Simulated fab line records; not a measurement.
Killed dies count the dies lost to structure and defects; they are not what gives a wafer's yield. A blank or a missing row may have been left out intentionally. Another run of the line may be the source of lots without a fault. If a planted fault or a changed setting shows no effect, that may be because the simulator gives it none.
One fault seen from 2 desks | flow rit cmos | each desk holds nothing but its own numbers, with what lay behind them at the end

METROLOGY DESK
What the gauges read, lot by lot, whatever tool the lot ran on: means of the sampled wafers that have a number. If a lot's mean is further than 4 standard deviations from the usual mean, the lot is out of limits and carries the mark OUT (the distance appears in the brackets).
Columns: A = NRETRO_OVL at RIT_NRETRO_OVL_MEAS_06, usual 0.1 nm; B = NLDD_RS at RIT_SDANNEAL_RS_MEAS_07, usual 151.6 ohm/sq
lot  | first seen here | A    | B
L974 | day 2 08:00     | 1.1  | 151.5
L976 | day 2 16:09     | 0.4  | 152.2
L977 | day 2 21:35     | -0.1 | 152.4
L978 | day 3 04:11     | -0.8 | 150.9
L981 | day 3 21:14     | -0.4 | 151.2
L982 | day 4 05:51     | -3.3 | 151.6
L984 | day 4 13:31     | -1.9 | 151.2
L985 | day 4 18:40     | 1.9  | 151.6
L987 | day 5 03:31     | 0.3  | 150.7
L988 | day 5 06:28     | 0.4  | 151.4
L991 | day 5 23:04     | 0.7  | 152.1
L992 | day 6 03:16     | 0.0  | 151.4
L994 | day 6 11:41     | 0.9  | 151.7
L995 | day 6 17:01     | -0.4 | 151.2
This desk's finding: nothing out of limits on any of the 14 lots.

AT THE TOOL OWNER'S DESK: litho track-03
The tool's own readings at RIT_CONTACT_COAT_03 (resist thk 1000 nm): means of the sampled wafers that have a number, for each lot that ran on this tool. If a lot's mean is further than 4 standard deviations from the usual mean, the lot is out of limits and carries the mark OUT (the distance appears in the brackets).
Columns: A = dispense pressure kPa at RIT_CONTACT_COAT_03, usual 50.9 kPa; B = resist line temp C at RIT_CONTACT_COAT_03, usual 22.98 C; C = spin speed rpm at RIT_CONTACT_COAT_03, usual 3250.2 rpm
lot  | first seen here | A    | B     | C
L976 | day 3 14:38     | 50.5 | 22.90 | 3249.6
L981 | day 4 23:05     | 50.5 | 22.90 | 3251.7
L984 | day 5 12:58     | 50.5 | 22.99 | 3248.2
L985 | day 5 20:37     | 50.5 | 22.79 | 3251.4
L988 | day 6 06:20     | 50.5 | 23.01 | 3249.1
L991 | day 6 22:04     | 50.5 | 22.94 | 3327.0 (+33) OUT
L994 | day 7 16:31     | 50.5 | 23.03 | 3326.7 (+33) OUT
This desk finds L991, L994 out of limits, L991 being first, at day 6 22:04 (spin speed rpm at RIT_CONTACT_COAT_03). Within limits: L976, L981, L984, L985, L988.

PUT TOGETHER
An alarm could have come from the tool owner's desk at day 6 22:04, on L991, L994.
Nothing out of limits was seen by the metrology desk.
The metrology desk holds a record of L991, L994, inside its limits.
RIT_CONTACT_COAT_03 was run on litho track-03 by each of the lots named.

WHAT THE SIMULATOR HAD PUT IN
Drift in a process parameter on litho track-03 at RIT_CONTACT_COAT_03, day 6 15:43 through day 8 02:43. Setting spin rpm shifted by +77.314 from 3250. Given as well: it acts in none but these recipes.
Struck lots among those shown: L991, L994.
Each desk's first reading out of limits, in hours after the fault started: the tool owner's desk, 6.
